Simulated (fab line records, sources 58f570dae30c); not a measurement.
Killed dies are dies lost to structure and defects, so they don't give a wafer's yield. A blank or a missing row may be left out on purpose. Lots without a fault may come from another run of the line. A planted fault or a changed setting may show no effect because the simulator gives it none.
fab line records | flow berkeley_cmos170
record lots=15 wafers=45 last_day=12
route steps=331 shown PSD@178
lots that met no fault: from a run of the same line without faults
start_h: hours from the record's first day to the start of the lot's first wafer shown | wait_h: hours since the lot's step before | " the same as in the row above | L1.1+2: a row that stands for several wafers | - no value, or no start given | * or withheld: withheld | < > ~ a bound
route shown NAME@n: a module of which the file shows steps, and the number in the route of the first | usual: mean/standard deviation of fault-free wafers | same: alike in all rows | chamber/n: place in a boat | sites: the reading at each site | _std_site: their standard deviation | _edge_site: outer sites' mean less inner sites' | radius_mm: how far each site lies from the wafer's centre | mask NAME#n: copy n | behind: the tool/chamber that last shaped the wafer | hold: why the lot was held/for how many hours/how that ended | device: the transistor (n, p or np) that didn't switch | end of line: the same wafers' tests at the end of the route | a step without rows: its recipe alone | killed: dies lost to structure and defects at the first sort, not the wafer's yield | map: a wafer's dies, x killed, . not, _ none there
set.NAME: the setting as run; set.NAME@STEP: as run at that earlier step | model.NAME: the simulator's own value behind a step, which no gauge read
steps of the route over a sample of lots; a table a step, a row a wafer
services: from which hour (start_h, from the record's first day; less than 0 if before it) a tool's chamber was out of use, for how many hours, and why
## steps
# step UCB170_PSD_EXPOSE_03
# recipe mask_id=PSELECT_MOD na=0.5 sigma_outer=0.6 source_shape=conventional target_cd_nm=1200 dose_mj=30
# usual exposure_dose_mJ_cm2=29.98/0.03 focus_offset_nm=0.1/0.53
# columns lot.wafer tool chamber start_h wait_h mask exposure_dose_mJ_cm2 focus_offset_nm
L610.1 krf_scanner-01 0 142.94 0.4 PSELECT_MOD#0 29.95 0.0
L610.3 " 0 " " PSELECT_MOD#0 29.93 0.6
L610.5 " 0 " " PSELECT_MOD#0 30.01 0.3
L612.3 krf_scanner-02 0 143.30 0.7 PSELECT_MOD#0 29.97 0.4
L612.4 " 0 " " PSELECT_MOD#0 29.99 0.9
L612.6 " 0 " " PSELECT_MOD#0 29.99 -0.1
L611.2 krf_scanner-01 0 143.52 0.5 PSELECT_MOD#0 29.99 -0.5
L611.3 " 0 " " PSELECT_MOD#0 29.96 -0.5
L611.5 " 0 " " PSELECT_MOD#0 30.00 -0.6
L614.3 krf_scanner-02 0 168.67 0.2 PSELECT_MOD#0 30.00 -0.4
L614.4 " 0 " " PSELECT_MOD#0 29.99 -1.3
L614.6 " 0 " " PSELECT_MOD#0 29.93 -0.2
L615.1 krf_scanner-01 0 168.87 0.5 PSELECT_MOD#0 29.99 -0.1
L615.2 " 0 " " PSELECT_MOD#0 30.02 -1.1
L615.3 " 0 " " PSELECT_MOD#0 30.00 0.4
L616.1 krf_scanner-01 0 168.99 0.5 PSELECT_MOD#0 29.92 0.5
L616.3 " 0 " " PSELECT_MOD#0 29.95 1.0
L616.5 " 0 " " PSELECT_MOD#0 29.94 0.3
L619.2 krf_scanner-02 0 179.77 0.2 PSELECT_MOD#0 29.96 -0.5
L619.3 " 0 " " PSELECT_MOD#0 29.98 -0.8
L619.5 " 0 " " PSELECT_MOD#0 29.98 0.5
L617.1 krf_scanner-01 0 180.00 0.3 PSELECT_MOD#0 29.94 -0.6
L617.4 " 0 " " PSELECT_MOD#0 29.97 -0.4
L617.6 " 0 " " PSELECT_MOD#0 29.94 -0.7
L618.1 krf_scanner-02 - 180.24 0.4 PSELECT_MOD#0 - -
L618.2 " - " " PSELECT_MOD#0 - -
L618.4 " - " " PSELECT_MOD#0 - -
L624.1 krf_scanner-02 - 202.90 - PSELECT_MOD#0 - -
L624.4 " - " " PSELECT_MOD#0 - -
L624.5 " - " " PSELECT_MOD#0 - -
L620.3 krf_scanner-01 - 203.21 0.2 PSELECT_MOD#0 - -
L620.4 " - " " PSELECT_MOD#0 - -
L620.6 " - " " PSELECT_MOD#0 - -
L621.2 krf_scanner-01 0 203.33 0.1 PSELECT_MOD#0 29.95 0.1
L621.3 " 0 " " PSELECT_MOD#0 29.97 0.5
L621.4 " 0 " " PSELECT_MOD#0 29.95 0.2
L630.2 krf_scanner-02 0 234.64 - PSELECT_MOD#0 30.03 0.5
L630.4 " 0 " " PSELECT_MOD#0 29.96 0.1
L630.5 " 0 " " PSELECT_MOD#0 30.00 -0.1
L631.2 krf_scanner-02 0 245.24 0.1 PSELECT_MOD#0 29.98 0.2
L631.3 " 0 " " PSELECT_MOD#0 29.92 0.1
L631.6 " 0 " " PSELECT_MOD#0 29.93 1.0
L633.2 krf_scanner-01 0 257.62 0.1 PSELECT_MOD#0 30.00 0.9
L633.3 " 0 " " PSELECT_MOD#0 29.98 0.4
L633.4 " 0 " " PSELECT_MOD#0 29.96 0.7
## services
# columns tool chamber start_h hours kind
krf_scanner-01 - 150.76 1.3 pm
krf_scanner-01 - 154.29 4.4 pm
krf_scanner-02 - 176.66 1.3 pm
krf_scanner-01 - 184.15 1.0 pm
krf_scanner-01 0 198.26 - calibration
krf_scanner-02 - 209.86 0.8 pm
krf_scanner-02 0 227.38 - calibration
krf_scanner-01 - 243.26 0.8 pm
krf_scanner-02 - 252.16 0.5 repair
## key
first_sign step=UCB170_PSD_EXPOSE_03 reading=tool_record direction=missing
effect none on later readings
met_at UCB170_PSD_EXPOSE_03
struck_lots L618,L620,L624
sort_left_out L618.1,L618.2,L618.4,L620.3,L620.4,L620.6,L624.1,L624.4,L624.5
tester_left_out L618,L620,L624
onset_between 180.00 180.24
fault kind=skipped_step_whole tool=krf_scanner-01,krf_scanner-02 chamber=- onset_h=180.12 steps=UCB170_PSD_EXPOSE_03 scope=struck_lots_only
# tester_left_out: of these lots the tester's yield and bins aren't shown, on N5 and GAA mostly nor the transistor test; their killed dies are dies lost to structure and defects alone, not to doping, threshold or leakage, so they don't give the yield
# sort_left_out: the simulated sort isn't trusted on such a fault, so these wafers' sort isn't shown, and their yield isn't known
